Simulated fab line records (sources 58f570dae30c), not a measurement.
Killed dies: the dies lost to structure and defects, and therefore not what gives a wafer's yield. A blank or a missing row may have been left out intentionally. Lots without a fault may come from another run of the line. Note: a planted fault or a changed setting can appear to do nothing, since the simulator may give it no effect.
Split-lot study	flow berkeley cmos170	5 lots, 23 wafers read, on a route of 331 steps

== THE SPLIT ITSELF ==
At UCB170_ACTIVE_EXPOSE_10 (exposes mask ACTIVE, target cd 1200 nm), the setting dose mj was moved away from the recipe's 20 on 7 of the 23 wafers read, by -7.3% to -3.9%. The other wafers ran this setting at the recipe's value.

== FROM THE SPLIT TO THE READING: what the file shows between them, 5 steps ==
- UCB170_ACTIVE_PEB_11
- UCB170_ACTIVE_DEVELOP_12: develop time 45 s
- UCB170_ACTIVE_CD_MEAS_13: target cd 1200 nm
- UCB170_ACTIVE_ETCH_15: etches Si3N4 in CH3F/Ar/O2, stops on SiO2, target depth 242 nm, time 151 s
- UCB170_ACTIVE_STRIP_16: strips in O2

== THE READING ==
cd nm, in nm, at UCB170_ACTIVE_CD_MEAS_90 (target cd 1200 nm). On this fab line, fault-free wafers typically give 1199.6 nm with a standard deviation of 1.2 nm.

wafer	tool, chamber at the split	dose mj as run	against the recipe	cd nm, nm	against lot-mates on the recipe
L074.1	krf scanner-01, 0	20	recipe	1197.5	-
L074.2	krf scanner-01, 0	20	recipe	1199.9	-
L074.4	krf scanner-01, 0	20	recipe	1199.1	-
L074.5	krf scanner-01, 0	20	recipe	1198.8	-
L074.6	krf scanner-01, 0	20	recipe	1198.9	-
L077.1	krf scanner-01, 0	20	recipe	1200.7	-
L077.3	krf scanner-01, 0	20	recipe	1201.2	-
L077.4	krf scanner-01, 0	19.21	-3.9%	1207.0	+6.2
L077.5	krf scanner-01, 0	20	recipe	1200.6	-
L077.6	krf scanner-01, 0	19.21	-3.9%	1207.4	+6.6
L078.2	krf scanner-02, 0	19.19	-4.0%	1208.6	+6.0
L078.3	krf scanner-02, 0	20	recipe	1202.8	-
L078.4	krf scanner-02, 0	19.19	-4.0%	1207.9	+5.3
L078.5	krf scanner-02, 0	19.19	-4.0%	1208.6	+6.0
L078.6	krf scanner-02, 0	20	recipe	1202.4	-
L079.1	krf scanner-02, 0	20	recipe	1200.3	-
L079.3	krf scanner-02, 0	20	recipe	1200.9	-
L079.5	krf scanner-02, 0	20	recipe	1200.1	-
L080.1	krf scanner-01, 0	20	recipe	1199.4	-
L080.3	krf scanner-01, 0	18.55	-7.3%	1211.7	+12.8
L080.4	krf scanner-01, 0	18.55	-7.3%	1211.8	+12.9
L080.5	krf scanner-01, 0	20	recipe	1198.4	-
L080.6	krf scanner-01, 0	20	recipe	1198.9	-

THE FIT
A straight line over all 23 wafers: cd nm changes by -1.75 nm for each +1% of dose mj; r = -0.96; the points scatter about the line by 1.3 nm.
The same after taking each lot's own level away (the mean of its wafers on the recipe; 23 wafers): -1.67 nm for each +1%; r = -0.99; scatter 0.64 nm.
That fit puts the effect of the largest move of dose mj on the reading at 12 nm.
The lots' own levels span 1198.84 to 1202.60 nm, that is 3.1 times the standard deviation above.
The two slopes are in agreement: the lot-to-lot level therefore moves the slope only a little.
Check: for one of the wafers moved furthest among these (-7.3%), held out of the fit, the line's prediction against its lot-mates is +11.7 nm. Against them it came out at +12.8 nm.

== THESE WAFERS: OTHER SPLITS ==
Note: prior to the reading, these wafers also went through further splits. Each is held against what the fit with the lots' levels taken away leaves over:
other split on the same wafers	wafers away from the commonest value	r with cd nm (lot level and that fit taken away)
UCB170_ZERO_STRIP_07 o2 flow sccm	7	-0.31
UCB170_PWELL_CVD_05 pressure mtorr	15	-0.08
UCB170_ACTIVE_COAT_08 spin rpm	8	-0.01

== THE WHOLE CHAIN: every reading that the file lists as answering this split, in the file's order ==
step	what it does	reading	change (the file's fit)	r (the file's)
UCB170_ACTIVE_CD_MEAS_13	target cd 1200 nm	cd nm	-1.61 nm for each +1% of the setting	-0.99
UCB170_ACTIVE_ETCH_15	etches Si3N4 in CH3F/Ar/O2, stops on SiO2, target depth 242 nm, time 151 s	ACTIVE.cd nm (the simulator's own value, which no gauge read)	-1.63 nm for each +1% of the setting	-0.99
UCB170_ACTIVE_CD_MEAS_90	target cd 1200 nm	cd nm	-1.68 nm for each +1% of the setting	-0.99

== THE FILE'S OWN FIT ==
cd nm changes by -1.68 nm for each +1% of dose mj, r = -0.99.
